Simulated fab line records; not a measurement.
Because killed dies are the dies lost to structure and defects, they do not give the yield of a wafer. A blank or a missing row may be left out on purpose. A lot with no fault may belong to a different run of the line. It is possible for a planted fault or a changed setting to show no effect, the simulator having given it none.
Split-lot trial + flow berkeley-cmos170 + 5 lots, 23 wafers read, on a route of 331 steps

== ABOUT THE SPLIT ==
At UCB170_GATE_CVD_04 (deposits poly-Si from SiH4, time 1440 s, target thk 214 nm), the setting sih4-flow-sccm was moved away from the recipe's 120 sccm on 10 of the 23 wafers read, by -4.2% to +10.1%. This setting was run at the recipe's value on the other wafers.

The file shows no step between the split and the reading.

== THE READING ==
At UCB170_GATE_THK_MEAS_05: GATE_POLY_THK, given in nm. Typical for fault-free wafers on this fab line: 213.8 nm, with standard deviation 1.4 nm.

| wafer  | tool, chamber at the split | sih4-flow-sccm as run, sccm | against the recipe | GATE_POLY_THK, nm | against lot-mates on the recipe |
|--------|----------------------------|-----------------------------|--------------------|-------------------|---------------------------------|
| L075.1 | lpcvd-02, 1                | 120                         | recipe             | 215.8             | -                               |
| L075.3 | lpcvd-02, 1                | 120                         | recipe             | 216.5             | -                               |
| L075.6 | lpcvd-02, 1                | 120                         | recipe             | 215.9             | -                               |
| L077.1 | -, -                       | 120                         | recipe             | 212.6             | -                               |
| L077.2 | -, -                       | 120                         | recipe             | 213.2             | -                               |
| L077.4 | -, -                       | 120                         | recipe             | 212.5             | -                               |
| L077.5 | -, -                       | 120                         | recipe             | 214.7             | -                               |
| L077.6 | -, -                       | 120                         | recipe             | 212.4             | -                               |
| L080.1 | -, -                       | 120                         | recipe             | 213.4             | -                               |
| L080.3 | -, -                       | 120                         | recipe             | 215.6             | -                               |
| L080.4 | -, -                       | 120                         | recipe             | 214.7             | -                               |
| L080.5 | -, -                       | 120                         | recipe             | 215.4             | -                               |
| L080.6 | -, -                       | 120                         | recipe             | 216.5             | -                               |
| L082.1 | -, -                       | 132.1                       | +10.1%             | 234.5             | no lot-mate on the recipe       |
| L082.2 | -, -                       | 132.1                       | +10.1%             | 233.2             | no lot-mate on the recipe       |
| L082.3 | -, -                       | 132.1                       | +10.1%             | 233.9             | no lot-mate on the recipe       |
| L082.5 | -, -                       | 132.1                       | +10.1%             | 232.8             | no lot-mate on the recipe       |
| L082.6 | -, -                       | 132.1                       | +10.1%             | 234.1             | no lot-mate on the recipe       |
| L084.1 | -, -                       | 114.9                       | -4.2%              | 204.5             | no lot-mate on the recipe       |
| L084.2 | -, -                       | 114.9                       | -4.2%              | 204.8             | no lot-mate on the recipe       |
| L084.4 | -, -                       | 114.9                       | -4.2%              | 204.2             | no lot-mate on the recipe       |
| L084.5 | -, -                       | 114.9                       | -4.2%              | 204.6             | no lot-mate on the recipe       |
| L084.6 | -, -                       | 114.9                       | -4.2%              | 203.4             | no lot-mate on the recipe       |

FIT RESULTS
A straight line over all 23 wafers: GATE_POLY_THK changes by +2.01 nm for each +1% of sih4-flow-sccm; r = +0.99; the points scatter about the line by 1.4 nm.
Too few moved wafers have a lot-mate on the recipe to fit a line with each lot's own level taken away.

== THE WHOLE CHAIN: every reading that the file lists as answering this split, in the file's order ==
| step                    | what it does                                               | reading                                                                        | change (the file's fit)           | r (the file's) |
|-------------------------|------------------------------------------------------------|--------------------------------------------------------------------------------|-----------------------------------|----------------|
| UCB170_GATE_CVD_04      | deposits poly-Si from SiH4, time 1440 s, target thk 214 nm | poly-Si_of_GATE_CVD_04.thk-nm (the simulator's own value, which no gauge read) | +2 nm for each +1% of the setting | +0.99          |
| UCB170_GATE_THK_MEAS_05 |                                                            | GATE_POLY_THK                                                                  | +2.01 for each +1% of the setting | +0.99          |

== FILE'S OWN FIT ==
GATE_POLY_THK changes by +2.01 nm for each +1% of sih4-flow-sccm, r = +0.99.
